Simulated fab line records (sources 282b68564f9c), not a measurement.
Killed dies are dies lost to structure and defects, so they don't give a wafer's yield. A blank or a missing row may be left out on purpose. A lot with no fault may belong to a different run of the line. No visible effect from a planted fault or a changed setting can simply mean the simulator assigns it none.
fab line records    flow rit-cmos
record lots=6  wafers=18  last-day=8
route steps=202 shown GATE@77 FOX2@80 M1@202
lots with no fault: from the same line, run without faults
start-h: the number of hours between the record's first day and the start of the first shown wafer of the lot    wait-h: time in hours since the lot's previous step    " repeats the value in the row above    L1.1+2: a single row standing in for several wafers    - no value, or no start given    * or withheld: withheld    < > ~ a bound
route shown NAME@n: NAME is a module with steps in the file, n the number in the route of the first one    usual: mean and standard deviation over wafers with no fault    same: alike in all rows    chamber/n: place in a boat    sites: readings site by site    _std_site: how widely they spread, as a standard deviation    _edge_site: outer sites' mean less inner sites'    radius-mm: how far each site lies from the wafer's centre    mask NAME#n: copy n    behind: tool/chamber where the wafer was last shaped    hold: reason for holding the lot/hours on hold/outcome of the hold    device: transistor that didn't switch, given as n, p or np    end of line: tests run on the same wafers once the route is complete    a step without rows: its recipe alone    killed: not the wafer's yield, but the dies lost to structure and defects at the first sort    map: a wafer's dies, x killed, . not, _ none there
set.NAME: the setting the step ran with; set.NAME@STEP: the setting that earlier step ran with    model.NAME: the simulator's own value behind a step, which no gauge read
lots at some steps of the route; a table a step, a row a wafer
services: the hour from which a tool's chamber was out of use, counted from the record's first day as start-h (under 0 if before that day), plus the number of hours and why
## steps
# step RIT_GATE_CLEAN_02
# recipe chemistry=dHF  dilution=50:1  time-s=30
# step RIT_GATE_CLEAN_03
# recipe chemistry=SC2  mix=3:3:50  time-s=600  temp-c=75  dry=n2-spin
# step RIT_GATE_CLEAN_04
# recipe chemistry=dHF  dilution=50:1  time-s=60  dry=n2-spin
# step RIT_FOX2_THK_MEAS_91
# recipe reads=SiO2_of_FOX2_OXIDATION_00
# usual FIELD_OXIDE_LEFT_2_THK=258/5.3
lot.wafer  tool           chamber  start-h  wait-h  FIELD_OXIDE_LEFT_2_THK[nm]
L403.2     film-metro-01  -        44.09    0.0     261
L403.4     "              -        "        "       263
L403.5     "              -        "        "       258
L404.1     film-metro-03  -        49.11    0.0     260
L404.3     "              -        "        "       259
L404.5     "              -        "        "       257
L418.1     film-metro-03  -        125.73   0.0     264
L418.4     "              -        "        "       264
L418.6     "              -        "        "       260
L419.2     film-metro-03  -        133.03   0.0     255
L419.3     "              -        "        "       256
L419.5     "              -        "        "       254
L422.1     film-metro-03  -        156.93   0.0     262
L422.2     "              -        "        "       256
L422.6     "              -        "        "       256
L424.2     film-metro-03  -        163.93   0.0     262
L424.5     "              -        "        "       262
L424.6     "              -        "        "       265
# step RIT_GATE_OXIDATION_05
# recipe temp-c=900  ambient=O2  target-thk-a=30  ox-time-s=270
# step RIT_GATE_ANNEAL_06
# recipe temp-c=900  time-s=600  ambient=N2O
# step RIT_GATE_THK_MEAS_07
# recipe reads=SiO2_of_GATE_OXIDATION_05
# usual GATE_OXIDE_THK=3.04/0.064
lot.wafer  tool           chamber  start-h  wait-h  GATE_OXIDE_THK[nm]
L403.2     film-metro-04  -        47.69    0.0     2.94
L403.4     "              -        "        "       3.02
L403.5     "              -        "        "       3.01
L404.1     film-metro-04  -        51.68    0.0     3.09
L404.3     "              -        "        "       3.07
L404.5     "              -        "        "       3.11
L418.1     film-metro-03  -        137.68   0.0     2.95
L418.4     "              -        "        "       2.96
L418.6     "              -        "        "       3.04
L419.2     film-metro-04  -        143.54   0.0     3.08
L419.3     "              -        "        "       3.04
L419.5     "              -        "        "       3.11
L422.1     film-metro-04  -        158.53   0.0     3.12
L422.2     "              -        "        "       3.05
L422.6     "              -        "        "       3.07
L424.2     film-metro-04  -        168.58   0.0     3.08
L424.5     "              -        "        "       3.05
L424.6     "              -        "        "       3.04
# step RIT_GATE_CVD_08
# recipe material=poly-Si  target-thk-nm=250  temp-c=610  precursor=SiH4  time-s=2220  pressure-mtorr=300  sih4-flow-sccm=100
# step RIT_GATE_THK_MEAS_09
# recipe reads=poly-Si_of_GATE_CVD_08
# usual GATE_POLY_THK=250.6/1.9
lot.wafer  tool           chamber  start-h  wait-h  GATE_POLY_THK[nm]
L403.2     film-metro-04  -        49.37    0.0     251.9
L403.4     "              -        "        "       255.3
L403.5     "              -        "        "       254.2
L404.1     film-metro-01  -        53.35    0.0     251.0
L404.3     "              -        "        "       249.9
L404.5     "              -        "        "       249.5
L418.1     film-metro-03  -        139.36   0.0     249.6
L418.4     "              -        "        "       251.2
L418.6     "              -        "        "       252.1
L419.2     film-metro-04  -        145.21   0.0     250.2
L419.3     "              -        "        "       251.3
L419.5     "              -        "        "       252.1
L422.1     film-metro-03  -        160.21   0.0     249.3
L422.2     "              -        "        "       249.0
L422.6     "              -        "        "       252.2
L424.2     film-metro-01  -        170.26   0.0     254.8
L424.5     "              -        "        "       253.8
L424.6     "              -        "        "       251.4
# step RIT_GATE_HMDS_10
# recipe prime-time-s=60  prime-temp-c=140
# step RIT_GATE_COAT_11
# recipe resist=NOVOLAK  spin-rpm=4250  resist-thk-nm=850
# step RIT_GATE_SOFTBAKE_12
# recipe resist=NOVOLAK  temp-c=90  time-s=60
# step RIT_GATE_EXPOSE_13
# recipe mask-id=M6  na=0.6  source-shape=conventional  sigma-outer=0.6  target-cd-nm=150  dose-mj=380
# usual exposure-dose-mJ-cm2=380.0/0.34
lot.wafer  tool              chamber  start-h  wait-h  mask  exposure-dose-mJ-cm2  model.GATE.overlay-x-nm
L403.2     iline-stepper-01  0        49.89    0.1     M6#0  380.1                 -0.6364
L403.4     "                 0        "        "       M6#0  380.2                 -0.6364
L403.5     "                 0        "        "       M6#0  380.1                 -0.6364
L404.1     iline-stepper-02  0        53.99    0.2     M6#0  379.5                 0.4288
L404.3     "                 0        "        "       M6#0  379.6                 0.4288
L404.5     "                 0        "        "       M6#0  380.4                 0.4288
L418.1     iline-stepper-01  0        140.24   0.5     M6#0  380.6                 -150.1
L418.4     "                 0        "        "       M6#0  379.7                 -150.1
L418.6     "                 0        "        "       M6#0  380.1                 -150.1
L419.2     iline-stepper-01  0        145.73   0.1     M6#0  380.6                 -149.5
L419.3     "                 0        "        "       M6#0  380.4                 -149.5
L419.5     "                 0        "        "       M6#0  379.9                 -149.5
L422.1     iline-stepper-02  0        160.72   0.1     M6#0  379.8                 0.1061
L422.2     "                 0        "        "       M6#0  379.8                 0.1061
L422.6     "                 0        "        "       M6#0  379.8                 0.1061
L424.2     iline-stepper-02  0        171.00   0.3     M6#0  379.9                 0.3981
L424.5     "                 0        "        "       M6#0  379.8                 0.3981
L424.6     "                 0        "        "       M6#0  379.9                 0.3981
# step RIT_GATE_PEB_14
# recipe resist=NOVOLAK  temp-c=withheld  time-s=withheld
# step RIT_GATE_DEVELOP_15
# recipe resist=NOVOLAK  develop-time-s=50  dev-temp-c=23
# step RIT_GATE_CD_MEAS_16
# recipe target-cd-nm=150
# usual cd-nm=149.1/2.2
lot.wafer  tool       chamber  start-h  wait-h  cd-nm
L403.2     cd-sem-01  -        50.29    -       149.2
L403.4     "          -        "        "       146.6
L403.5     "          -        "        "       147.9
L404.1     cd-sem-01  -        54.39    -       149.8
L404.3     "          -        "        "       150.2
L404.5     "          -        "        "       148.3
L418.1     cd-sem-01  -        140.64   -       150.4
L418.4     "          -        "        "       149.8
L418.6     "          -        "        "       149.7
L419.2     cd-sem-02  -        146.13   -       151.5
L419.3     "          -        "        "       150.0
L419.5     "          -        "        "       150.3
L422.1     cd-sem-02  -        161.26   -       150.3
L422.2     "          -        "        "       150.6
L422.6     "          -        "        "       150.0
L424.2     cd-sem-01  -        171.66   -       147.6
L424.5     "          -        "        "       147.2
L424.6     "          -        "        "       150.0
# step RIT_GATE_OVL_MEAS_17
# usual GATE_OVL=0.0/1.4
lot.wafer  tool        chamber  start-h  wait-h  hold                      GATE_OVL[nm]
L403.2     overlay-02  -        50.39    0.1     -                         -1.9
L403.4     "           -        "        "       -                         -1.0
L403.5     "           -        "        "       -                         -1.2
L404.1     overlay-02  -        54.51    0.1     -                         -1.3
L404.3     "           -        "        "       -                         0.6
L404.5     "           -        "        "       -                         1.2
L418.1     overlay-01  -        140.76   0.1     await-dispo/0.2h/release  -152.2
L418.4     "           -        "        "       await-dispo/0.2h/release  -151.8
L418.6     "           -        "        "       await-dispo/0.2h/release  -150.3
L418.1     overlay-01  -        140.96   0.2     -                         -151.7
L418.4     "           -        "        "       -                         -151.9
L418.6     "           -        "        "       -                         -150.4
L419.2     overlay-02  -        146.24   0.1     await-dispo/0.2h/release  -151.1
L419.3     "           -        "        "       await-dispo/0.2h/release  -151.0
L419.5     "           -        "        "       await-dispo/0.2h/release  -148.8
L419.2     overlay-02  -        146.44   0.2     -                         -150.7
L419.3     "           -        "        "       -                         -151.5
L419.5     "           -        "        "       -                         -148.5
L422.1     overlay-02  -        161.38   0.1     -                         -0.1
L422.2     "           -        "        "       -                         2.2
L422.6     "           -        "        "       -                         -0.3
L424.2     overlay-02  -        171.77   0.1     -                         0.8
L424.5     "           -        "        "       -                         0.7
L424.6     "           -        "        "       -                         0.0
# step RIT_M1_PROBE_99
# usual defect-limited-yield=97.3/1.2  killed_at_M0_to_M3=0.0/0.14  killed-at-contacts=0.1/0.3  killed-at-front-end=7/3.1  killed-dies=7/3.1  killed-open=3.8/2.3  killed-short=3.2/1.9  sort_bin_3_pad_short=0.1/0.2  sort_bin_5_function=1.6/0.91  sort_bin_6_memory=1.0/0.6  sort-n-pass=257/3.1  sort-yield-pct=97.3/1.2
# same gross-dies=264  killed_at_M4_up=0  killed-at-back-side=0  killed-at-other=0
lot.wafer  tool       chamber  start-h  wait-h  defect-limited-yield[%]  killed_at_M0_to_M3  killed-at-contacts  killed-at-front-end  killed-dies  killed-open  killed-short  sort_bin_3_pad_short[%]  sort_bin_5_function[%]  sort_bin_6_memory[%]  sort-n-pass  sort-yield-pct[%]
L403.2     prober-01  -        71.57    0.1     97.0                     0                   0                   8                    8            4            4             0                        2.3                     0.8                   256          97.0
L403.4     prober-01  -        71.67    0.2     95.8                     1                   0                   10                   11           5            6             0                        1.5                     2.7                   253          95.8
L403.5     prober-01  -        71.72    0.2     97.7                     0                   0                   6                    6            1            5             0.4                      0.8                     1.1                   258          97.7
L404.1     prober-02  -        75.48    0.1     98.1                     0                   0                   5                    5            3            2             0                        0.8                     1.1                   259          98.1
L404.3     prober-02  -        75.58    0.2     98.5                     0                   0                   4                    4            2            2             0                        0.8                     0.8                   260          98.5
L404.5     prober-02  -        75.68    0.2     98.9                     0                   0                   3                    3            1            2             0                        1.1                     0                     261          98.9
L422.1     prober-01  -        184.32   0.1     98.9                     0                   0                   3                    3            1            2             0.4                      0.4                     0.4                   261          98.9
L422.2     prober-01  -        184.37   0.1     97.3                     0                   0                   7                    7            4            3             0.8                      1.1                     0.8                   257          97.3
L422.6     prober-01  -        184.57   0.2     97.3                     0                   0                   7                    7            4            3             0.4                      1.5                     0.8                   257          97.3
# killed by level:class
L403.2 GATE:geometric-particle:short=4 GATE:geometric-particle:open=2 FOX1:geometric-particle:open=1 SILICIDE:geometric-particle:open=1
L403.4 FOX1:geometric-particle:short=3 GATE:geometric-particle:open=2 FOX1:geometric-particle:open=1 FOX2:geometric-particle:open=1 GATE:geometric-particle:short=1 SPACER:geometric-particle:short=1 SILICIDE:geometric-particle:open=1 M1:geometric-particle:short=1
L403.5 REOX:geometric-particle:short=2 FOX2:geometric-particle:short=1 GATE:geometric-particle:short=1 REOX:geometric-particle:open=1 SPACER:geometric-particle:short=1
L404.1 GATE:geometric-particle:open=2 FOX1:geometric-particle:short=1 SPACER:geometric-particle:short=1 SILICIDE:geometric-particle:open=1
L404.3 FOX2:geometric-particle:short=1 GATE:geometric-particle:open=1 REOX:geometric-particle:short=1 SILICIDE:geometric-particle:open=1
L404.5 REOX:geometric-particle:short=1 SPACER:geometric-particle:short=1 SILICIDE:geometric-particle:open=1
L422.1 FOX1:geometric-particle:short=1 GATE:geometric-particle:open=1 GATE:geometric-particle:short=1
L422.2 FOX2:geometric-particle:open=2 FOX2:geometric-particle:short=1 GATE:geometric-particle:short=1 GATE:geometric-particle:open=1 REOX:geometric-particle:short=1 SILICIDE:geometric-particle:open=1
L422.6 GATE:geometric-particle:open=2 SPACER:geometric-particle:short=2 GATE:geometric-particle:short=1 REOX:geometric-particle:open=1 SILICIDE:geometric-particle:open=1
## services
tool              chamber  start-h  hours  kind
iline-stepper-02  -        50.85    2.2    repair
iline-stepper-01  -        63.44    1.7    pm
iline-stepper-02  -        71.24    4.4    pm
iline-stepper-01  0        114.00   -      calibration
iline-stepper-02  -        117.42   1.7    pm
## key
first-sign step=RIT_GATE_OVL_MEAS_17  reading=visit  direction=added
effect step=RIT_GATE_OVL_MEAS_17  reading=GATE_OVL  direction=down  sigmas=99+  usual=0.0  struck=-150.9
model-effect step=RIT_GATE_EXPOSE_13  value=GATE.overlay-x-nm  without=0.2165  struck=-149.8
met-at RIT_GATE_EXPOSE_13
struck-wafers L418.1,L418.4,L418.6,L419.2,L419.3,L419.5
scrapped-behind RIT_GATE_OVL_MEAS_17 L418.1,L418.4,L418.6,L419.2,L419.3,L419.5
onset-between 49.89 140.24
fault kind=scanner-matching-overlay  tool=iline-stepper-01  chamber=-  onset-h=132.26  steps=RIT_GATE_EXPOSE_13  offset=-150
